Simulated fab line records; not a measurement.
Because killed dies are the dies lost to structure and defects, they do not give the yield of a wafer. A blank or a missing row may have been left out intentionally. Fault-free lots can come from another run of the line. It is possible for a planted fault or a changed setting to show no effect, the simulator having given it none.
Matching of chambers / flow rit_cmos / RIT_SPACER_ETCHBACK_05 on rie_diel-03 has 4 sister chambers
The step etches Si3N4 in SF6/CHF3, stops on SiO2, target depth 250 nm, time 240 s. 14 wafers are shown with their chamber, then 7 later ones without.

## WAFERS, EACH WITH ITS CHAMBER
wafer=L913.2; chamber=3; throttle_valve_pct (%)=10.03; drypump_motor_current_A (A)=6.2; oes_product_au (a.u.)=0.843
wafer=L913.3; chamber=2; throttle_valve_pct (%)=10.26; drypump_motor_current_A (A)=5.6; oes_product_au (a.u.)=0.856
wafer=L913.5; chamber=2; throttle_valve_pct (%)=10.26; drypump_motor_current_A (A)=5.6; oes_product_au (a.u.)=0.850
wafer=L915.2; chamber=2; throttle_valve_pct (%)=10.25; drypump_motor_current_A (A)=5.6; oes_product_au (a.u.)=0.844
wafer=L915.4; chamber=0; throttle_valve_pct (%)=10.37; drypump_motor_current_A (A)=6.0; oes_product_au (a.u.)=0.839
wafer=L915.5; chamber=0; throttle_valve_pct (%)=10.36; drypump_motor_current_A (A)=5.9; oes_product_au (a.u.)=0.842
wafer=L917.2; chamber=3; throttle_valve_pct (%)=10.06; drypump_motor_current_A (A)=6.1; oes_product_au (a.u.)=0.841
wafer=L917.3; chamber=2; throttle_valve_pct (%)=10.26; drypump_motor_current_A (A)=5.6; oes_product_au (a.u.)=0.847
wafer=L917.5; chamber=1; throttle_valve_pct (%)=10.48; drypump_motor_current_A (A)=5.3; oes_product_au (a.u.)=0.854
wafer=L919.2; chamber=1; throttle_valve_pct (%)=10.47; drypump_motor_current_A (A)=5.3; oes_product_au (a.u.)=0.838
wafer=L919.3; chamber=0; throttle_valve_pct (%)=10.37; drypump_motor_current_A (A)=6.0; oes_product_au (a.u.)=0.824
wafer=L919.6; chamber=3; throttle_valve_pct (%)=10.06; drypump_motor_current_A (A)=6.1; oes_product_au (a.u.)=0.841
wafer=L925.3; chamber=1; throttle_valve_pct (%)=10.48; drypump_motor_current_A (A)=5.3; oes_product_au (a.u.)=0.844
wafer=L925.4; chamber=2; throttle_valve_pct (%)=10.24; drypump_motor_current_A (A)=5.6; oes_product_au (a.u.)=0.843

SIGNATURES (averages over the wafers above)
reading=throttle_valve_pct; chamber 0=10.3667; chamber 1=10.4767; chamber 2=10.2540; chamber 3=10.0500; scatter within a chamber=0.0103
reading=drypump_motor_current_A; chamber 0=5.967; chamber 1=5.300; chamber 2=5.600; chamber 3=6.133; scatter within a chamber=0.0365
reading=oes_product_au; chamber 0=0.83500; chamber 1=0.84533; chamber 2=0.84800; chamber 3=0.84167; scatter within a chamber=0.00655
Rule: for each reading, subtract the chamber's mean from the wafer's reading, divide by that reading's scatter and square the result; add these up over the readings and take the root, which gives the wafer's distance from the chamber. The wafer belongs to the nearest chamber; if the next one is less than 2 further off, it can't be placed. The scatter: the root of (the sum of the squares of (reading less its chamber's mean) over the shown wafers, divided by (wafers less chambers)).

## WAFERS MISSING THEIR CHAMBER
wafer=L925.5; throttle_valve_pct (%)=10.03; drypump_motor_current_A (A)=6.1; oes_product_au (a.u.)=0.852
wafer=L933.1; throttle_valve_pct (%)=10.37; drypump_motor_current_A (A)=5.9; oes_product_au (a.u.)=0.834
wafer=L933.2; throttle_valve_pct (%)=10.03; drypump_motor_current_A (A)=6.1; oes_product_au (a.u.)=0.864
wafer=L933.5; throttle_valve_pct (%)=10.36; drypump_motor_current_A (A)=5.9; oes_product_au (a.u.)=0.839
wafer=L935.1; throttle_valve_pct (%)=10.35; drypump_motor_current_A (A)=5.9; oes_product_au (a.u.)=0.841
wafer=L935.5; throttle_valve_pct (%)=10.04; drypump_motor_current_A (A)=6.1; oes_product_au (a.u.)=0.857
wafer=L935.6; throttle_valve_pct (%)=10.36; drypump_motor_current_A (A)=6.0; oes_product_au (a.u.)=0.840

## WHICH CHAMBER EACH WENT THROUGH
wafer=L925.5; from the rows above=3; in truth=3
wafer=L933.1; from the rows above=0; in truth=0
wafer=L933.2; from the rows above=3; in truth=3
wafer=L933.5; from the rows above=0; in truth=0
wafer=L935.1; from the rows above=0; in truth=0
wafer=L935.5; from the rows above=3; in truth=3
wafer=L935.6; from the rows above=0; in truth=0
Correct placement for 7 of the 7. Number that these rows cannot place: 0. Wrongly placed: 0.
